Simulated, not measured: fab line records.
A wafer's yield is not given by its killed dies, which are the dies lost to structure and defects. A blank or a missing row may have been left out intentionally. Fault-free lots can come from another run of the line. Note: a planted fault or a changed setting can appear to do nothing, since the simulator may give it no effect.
Chamber matching | flow berkeley_cmos170 | 4 sister chambers for UCB170_SPACER_ETCHBACK_03 on rie_diel-03
The step etches SiO2 in CHF3/CF4/Ar, stops on Si, target depth 376 nm, time 100 s. 14 wafers are shown with their chamber, then 7 later ones without.

== WAFERS WITH THEIR CHAMBER ==
wafer  | chamber | throttle_valve_pct (%) | oes_product_au (a.u.)
L459.1 | 2       | 6.65                   | 0.891
L459.2 | 0       | 6.46                   | 0.888
L459.4 | 3       | 6.49                   | 0.904
L463.2 | 1       | 6.44                   | 0.897
L463.4 | 2       | 6.64                   | 0.925
L463.5 | 1       | 6.43                   | 0.906
L469.1 | 0       | 6.49                   | 0.903
L469.4 | 3       | 6.49                   | 0.914
L469.6 | 0       | 6.49                   | 0.902
L472.1 | 3       | 6.50                   | 0.894
L472.5 | 3       | 6.48                   | 0.886
L472.6 | 0       | 6.49                   | 0.911
L475.1 | 2       | 6.65                   | 0.901
L475.4 | 0       | 6.49                   | 0.910

SIGNATURES (means of the wafers above)
reading            | chamber 0 | chamber 1 | chamber 2 | chamber 3 | scatter within a chamber
throttle_valve_pct | 6.4840    | 6.4350    | 6.6467    | 6.4900    | 0.0102
oes_product_au     | 0.90280   | 0.90150   | 0.90567   | 0.89950   | 0.012
Rule: a wafer's distance from a chamber is the root of the sum, over the readings, of the square of ((its reading less the chamber's mean) divided by the reading's scatter). The wafer belongs to the nearest chamber; if the next one is less than 2 further off, it can't be placed. The scatter is the square root of a quotient: the sum, over the shown wafers, of each reading's squared deviation from its chamber's mean, divided by wafers minus chambers.

== WAFERS WITH NO CHAMBER GIVEN ==
wafer  | throttle_valve_pct (%) | oes_product_au (a.u.)
L475.5 | 6.49                   | 0.887
L479.1 | 6.44                   | 0.893
L479.2 | 6.64                   | 0.889
L479.4 | 6.48                   | 0.891
L478.3 | 6.48                   | 0.909
L478.5 | 6.48                   | 0.906
L478.6 | 6.44                   | 0.900

== THE CHAMBER EACH PASSED THROUGH ==
wafer  | from the rows above     | in truth
L475.5 | can't be placed: 3 or 0 | 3
L479.1 | 1                       | 1
L479.2 | 2                       | 2
L479.4 | can't be placed: 0 or 3 | 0
L478.3 | can't be placed: 0 or 3 | 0
L478.5 | can't be placed: 0 or 3 | 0
L478.6 | 1                       | 1
3 of 7 placed correctly. Not placeable from these rows: 4 (in 4, the candidates include the true chamber). Placed wrongly: 0.
